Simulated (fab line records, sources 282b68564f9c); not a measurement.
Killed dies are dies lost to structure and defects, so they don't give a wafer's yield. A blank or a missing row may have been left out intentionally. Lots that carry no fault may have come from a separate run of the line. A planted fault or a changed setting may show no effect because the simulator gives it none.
Lot-split experiment / flow rit_cmos / 23 wafers read across 5 lots, on a route 202 steps long

SPLIT DETAILS
At RIT_NRETRO_IMPLANT_08, the setting energy_kev was moved away from the recipe's 70 on 9 of the 23 wafers read, by -1.6% to +4.7%. All remaining wafers had this setting at the recipe value.

Reading taken at the split's own step.

THE READING
In nm, at RIT_NRETRO_IMPLANT_08: implant.drp_nm, which is the simulator's own figure and was read by no gauge. The file gives no usual value for it.

wafer=L074.1; tool, chamber at the split=implanter-01, 0; energy_kev as run=72.3; against the recipe=+3.3%; implant.drp_nm, nm=34.87; against lot-mates on the recipe=+0.93
wafer=L074.6; tool, chamber at the split=implanter-01, 0; energy_kev as run=72.3; against the recipe=+3.3%; implant.drp_nm, nm=34.87; against lot-mates on the recipe=+0.93
wafer=L074.2; tool, chamber at the split=implanter-01, 0; energy_kev as run=70; against the recipe=recipe; implant.drp_nm, nm=33.94; against lot-mates on the recipe=-
wafer=L074.3; tool, chamber at the split=implanter-01, 0; energy_kev as run=70; against the recipe=recipe; implant.drp_nm, nm=33.94; against lot-mates on the recipe=-
wafer=L074.5; tool, chamber at the split=implanter-01, 0; energy_kev as run=70; against the recipe=recipe; implant.drp_nm, nm=33.94; against lot-mates on the recipe=-
wafer=L080.2; tool, chamber at the split=implanter-02, 0; energy_kev as run=68.9; against the recipe=-1.6%; implant.drp_nm, nm=33.49; against lot-mates on the recipe=-0.45
wafer=L080.5; tool, chamber at the split=implanter-02, 0; energy_kev as run=68.9; against the recipe=-1.6%; implant.drp_nm, nm=33.49; against lot-mates on the recipe=-0.45
wafer=L080.6; tool, chamber at the split=implanter-02, 0; energy_kev as run=68.9; against the recipe=-1.6%; implant.drp_nm, nm=33.49; against lot-mates on the recipe=-0.45
wafer=L080.3; tool, chamber at the split=implanter-02, 0; energy_kev as run=70; against the recipe=recipe; implant.drp_nm, nm=33.94; against lot-mates on the recipe=-
wafer=L080.4; tool, chamber at the split=implanter-02, 0; energy_kev as run=70; against the recipe=recipe; implant.drp_nm, nm=33.94; against lot-mates on the recipe=-
wafer=L083.1; tool, chamber at the split=implanter-02, 0; energy_kev as run=70; against the recipe=recipe; implant.drp_nm, nm=33.94; against lot-mates on the recipe=-
wafer=L083.3; tool, chamber at the split=implanter-02, 0; energy_kev as run=70; against the recipe=recipe; implant.drp_nm, nm=33.94; against lot-mates on the recipe=-
wafer=L083.6; tool, chamber at the split=implanter-02, 0; energy_kev as run=70; against the recipe=recipe; implant.drp_nm, nm=33.94; against lot-mates on the recipe=-
wafer=L083.2; tool, chamber at the split=implanter-02, 0; energy_kev as run=73.31; against the recipe=+4.7%; implant.drp_nm, nm=35.28; against lot-mates on the recipe=+1.34
wafer=L083.4; tool, chamber at the split=implanter-02, 0; energy_kev as run=73.31; against the recipe=+4.7%; implant.drp_nm, nm=35.28; against lot-mates on the recipe=+1.34
wafer=L084.2; tool, chamber at the split=implanter-01, 0; energy_kev as run=70; against the recipe=recipe; implant.drp_nm, nm=33.94; against lot-mates on the recipe=-
wafer=L084.4; tool, chamber at the split=implanter-01, 0; energy_kev as run=70; against the recipe=recipe; implant.drp_nm, nm=33.94; against lot-mates on the recipe=-
wafer=L084.5; tool, chamber at the split=implanter-01, 0; energy_kev as run=70; against the recipe=recipe; implant.drp_nm, nm=33.94; against lot-mates on the recipe=-
wafer=L085.1; tool, chamber at the split=implanter-03, 0; energy_kev as run=71.62; against the recipe=+2.3%; implant.drp_nm, nm=34.6; against lot-mates on the recipe=+0.66
wafer=L085.6; tool, chamber at the split=implanter-03, 0; energy_kev as run=71.62; against the recipe=+2.3%; implant.drp_nm, nm=34.6; against lot-mates on the recipe=+0.66
wafer=L085.2; tool, chamber at the split=implanter-03, 0; energy_kev as run=70; against the recipe=recipe; implant.drp_nm, nm=33.94; against lot-mates on the recipe=-
wafer=L085.4; tool, chamber at the split=implanter-03, 0; energy_kev as run=70; against the recipe=recipe; implant.drp_nm, nm=33.94; against lot-mates on the recipe=-
wafer=L085.5; tool, chamber at the split=implanter-03, 0; energy_kev as run=70; against the recipe=recipe; implant.drp_nm, nm=33.94; against lot-mates on the recipe=-

THE FIT
A straight line over all 23 wafers: implant.drp_nm changes by +0.284 nm for each +1% of energy_kev; r = +1.00; the points scatter about the line by 0.0019 nm.
The same after taking each lot's own level away (the mean of its wafers on the recipe; 23 wafers): +0.284 nm for each +1%; r = +1.00; scatter 0.0019 nm.
That fit puts the effect of the largest move of energy_kev on the reading at 1.3 nm.
The lots' own levels span 33.940 to 33.940 nm.
Consequently the slope shifts little with the lot-to-lot level, the two slopes agreeing.
Check: +1.34 nm against its lot-mates is what the line predicts for one of the wafers moved furthest among these (+4.7%) when that wafer is left out of the fit. Against them it came out at +1.34 nm.

ADDITIONAL SPLITS CARRIED BY THESE WAFERS
Note: prior to the reading, these wafers also went through further splits. Each is held against what the fit with the lots' levels taken away leaves over:
other split on the same wafers=RIT_ACTIVE_CVD_03 temp_c; wafers away from the commonest value=15; r with implant.drp_nm (lot level and that fit taken away)=-0.29
other split on the same wafers=RIT_ACTIVE_ETCH_13 rf_w; wafers away from the commonest value=8; r with implant.drp_nm (lot level and that fit taken away)=-0.23
other split on the same wafers=RIT_NWELL_IMPLANT_08 dose_cm2; wafers away from the commonest value=5; r with implant.drp_nm (lot level and that fit taken away)=+0.10
other split on the same wafers=RIT_PWELL_IMPLANT_08 dose_cm2; wafers away from the commonest value=8; r with implant.drp_nm (lot level and that fit taken away)=+0.19
other split on the same wafers=RIT_NRETRO_COAT_01 spin_rpm; wafers away from the commonest value=8; r with implant.drp_nm (lot level and that fit taken away)=-0.35

THE WHOLE CHAIN: every reading that the file lists as answering this split, in the file's order
step=RIT_NRETRO_IMPLANT_08; what it does=; reading=implant.rp_nm (the simulator's own value, which no gauge read); change (the file's fit)=+0.878 nm for each +1% of the setting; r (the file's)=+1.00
step=RIT_NRETRO_IMPLANT_08; what it does=; reading=implant.drp_nm (the simulator's own value, which no gauge read); change (the file's fit)=+0.285 nm for each +1% of the setting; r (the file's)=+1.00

THE FILE'S OWN FIT
implant.drp_nm changes by +0.285 nm for each +1% of energy_kev, r = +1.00.
